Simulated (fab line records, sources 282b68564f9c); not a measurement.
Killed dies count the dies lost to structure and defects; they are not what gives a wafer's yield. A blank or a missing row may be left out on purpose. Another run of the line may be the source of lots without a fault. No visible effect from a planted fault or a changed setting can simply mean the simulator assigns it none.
A struck lot beside a sound one | flow rit cmos | 28 out of 202 route steps
Sound: the wafers L787.2, L787.3, L787.5. The struck wafers were L792.1, L792.2, L792.5. Last of all comes the cause.
Each step with rows lists, per side, the tool, then ch with its chambers, then its first start. Under that, the readings that differ: sound wafers | struck wafers | difference of the means | sigmas: that difference in standard deviations of wafers without a fault.
alike: words and numbers the same on both sides, and readings whose means are apart by under 2 such deviations; not compared: readings that were withheld, readings missing a value for some wafer, numbers with overlapping values and no deviation given by the record, and bounds like >300 which may hide the same value.
Wherever a step has rows on one side only, a row that says differs or no value, or a row with sigmas, the two part there. Numbers that don't overlap but have no deviation are shown without sigmas and don't part them. Lack of a reading on every wafer of one side parts them only where that side has two or more wafers.

RIT_SDANNEAL_RTA_03: time 5 s.
  sound on rtp anneal-02 ch 0, day 4 21:39; struck on rtp anneal-02 ch 0, day 5 21:20
  alike: wafer_temp_C_max
RIT_SDANNEAL_RS_MEAS_04: measurement is done with a four-point probe.
  sound: film metro-03 at day 4 21:43; struck: film metro-03 at day 5 21:27
  alike: PSD_RS
RIT_SDANNEAL_RS_MEAS_05: measurement is done with a four-point probe.
  sound: film metro-03 at day 4 21:50; struck: film metro-03 at day 5 21:34
  alike: NSD_RS
RIT_SDANNEAL_RS_MEAS_06: measurement is done with a four-point probe.
  sound: film metro-03 at day 4 21:58; struck: film metro-03 at day 5 21:41
  alike: PLDD_RS
RIT_SDANNEAL_RS_MEAS_07: measurement is done with a four-point probe.
  sound: film metro-03 at day 4 22:05; struck: film metro-03 at day 5 21:49
  alike: NLDD_RS
then, 1 step without rows for these wafers: RIT_SILICIDE_WET_ETCH_00 (etches SiO2 in BOE, target depth 14 nm, time 15 s).
RIT_SILICIDE_SPUTTER_01: material Ti, target thk 30 nm, time 244.7 s.
  sound: pvd sputter-01 at day 4 22:11; struck: pvd sputter-02 at day 5 21:56
  alike: cathode dc power W, throttle valve pct
RIT_SILICIDE_RS_MEAS_02: measurement is done with a four-point probe.
  sound: film metro-01 at day 4 22:22; struck: film metro-01 at day 5 22:05
  alike: SILICIDE_TI_RS
RIT_SILICIDE_THK_MEAS_03: measures by xrf.
  sound: film metro-01 at day 4 22:28; struck: film metro-01 at day 5 22:13
  alike: SILICIDE_TI_THK
RIT_SILICIDE_RTA_04: time 10 s, ramp up 5 s, ramp down 5 s.
  sound on rtp anneal-02 ch 0, day 4 22:32; struck on rtp anneal-02 ch 0, day 5 22:16
  alike: wafer_temp_C_max
then, 1 step without rows for these wafers: RIT_SILICIDE_WET_ETCH_05 (etches Ti in SPM, time 120 s).
RIT_SILICIDE_RTA_06: time 10 s, ramp up 5 s, ramp down 10 s.
  sound on rtp anneal-02 ch 0, day 4 22:38; struck on rtp anneal-02 ch 0, day 5 22:27
  alike: wafer_temp_C_max
RIT_CONTACT_CVD_00: deposits SiO2 from TEOS, target thk 400 nm, time 63.96 s.
  sound on pecvd-03 ch 0,1,2, day 4 22:42; struck on pecvd-01 ch 0,2, day 5 22:48
  alike: heater power w
  not compared: since wet clean h
RIT_CONTACT_THK_MEAS_01:
  sound: film metro-02 at day 4 22:46; struck: film metro-02 at day 5 22:51
  reading               | sound       | struck      | difference | sigmas
  CONTACT_TEOS_THK (nm) | 409 411 427 | 841 857 861 | +437       | +65
then, 6 steps without rows for these wafers: RIT_CONTACT_HMDS_02 (prime time 60 s); RIT_CONTACT_COAT_03 (resist thk 1000 nm); RIT_CONTACT_SOFTBAKE_04 (time 60 s); RIT_CONTACT_EXPOSE_05 (exposes mask M11, target cd 1000 nm); RIT_CONTACT_PEB_06; RIT_CONTACT_DEVELOP_07 (develop time 120 s).
RIT_CONTACT_CD_MEAS_08: target cd 1000 nm.
  sound: cd sem-02 at day 4 23:55; struck: cd sem-02 at day 5 23:53
  alike: cd nm
RIT_CONTACT_OVL_MEAS_09:
  sound: overlay-02 at day 5 00:02; struck: overlay-01 at day 6 00:00
  alike: CONTACT_OVL
then, 1 step without rows for these wafers: RIT_CONTACT_HARDBAKE_10 (time 60 s).
RIT_CONTACT_ETCH_11: etches SiO2 in CHF3/CF4/Ar, stops on TiSi2, target depth 480 nm, time 320 s.
  sound on rie diel-01 ch 0,3, day 5 00:13; struck on rie diel-04 ch 0,3, day 6 00:11
  reading                             | sound             | struck            | difference | sigmas
  oes product au (a.u.)               | 0.983 0.982 0.979 | 1.005 1.024 1.007 | +0.031     | +2
  model.CONTACT.feature depth nm (nm) | 409.6 410.8 426.2 | 479 475.7 473.8   | +61        |
  model.etch.depth nm (nm)            | 409.6 410.8 426.2 | 479 475.7 473.8   | +61        |
  alike: drypump motor current A, throttle valve pct
  not compared: rf hours counter h
RIT_CONTACT_STRIP_12: strips in O2, time 180 s.
  sound on plasma asher-01 ch 0,1, day 5 00:24; struck on plasma asher-01 ch 0,1, day 6 00:23
  alike: drypump motor current A
  not compared: rf hours counter h
RIT_CONTACT_CD_MEAS_90: target cd 1000 nm.
  sound: cd sem-02 at day 5 00:35; struck: cd sem-02 at day 6 00:33
  alike: cd nm
RIT_CONTACT_CLEAN_13: cleans in SC1, time 600 s.
  sound on wet bench-04 ch 0, day 5 00:41; struck on wet bench-04 ch 2, day 6 00:40
  reading                                  | sound           | struck            | difference | sigmas
  model.SiO2_of_CONTACT_CVD_00.thk nm (nm) | 405.4 406.7 422 | 837.2 852.9 857.1 | +437.7     |
then, 1 step without rows for these wafers: RIT_CONTACT_CLEAN_14 (cleans in SC2, time 600 s).

== WHERE THEY PART ==
Earliest at RIT_CONTACT_THK_MEAS_01; latest, in this record, at RIT_CONTACT_ETCH_11. Later steps at which nothing parts them and some readings are alike: RIT_CONTACT_STRIP_12, RIT_CONTACT_CD_MEAS_90.

WHY: what the simulator had put in
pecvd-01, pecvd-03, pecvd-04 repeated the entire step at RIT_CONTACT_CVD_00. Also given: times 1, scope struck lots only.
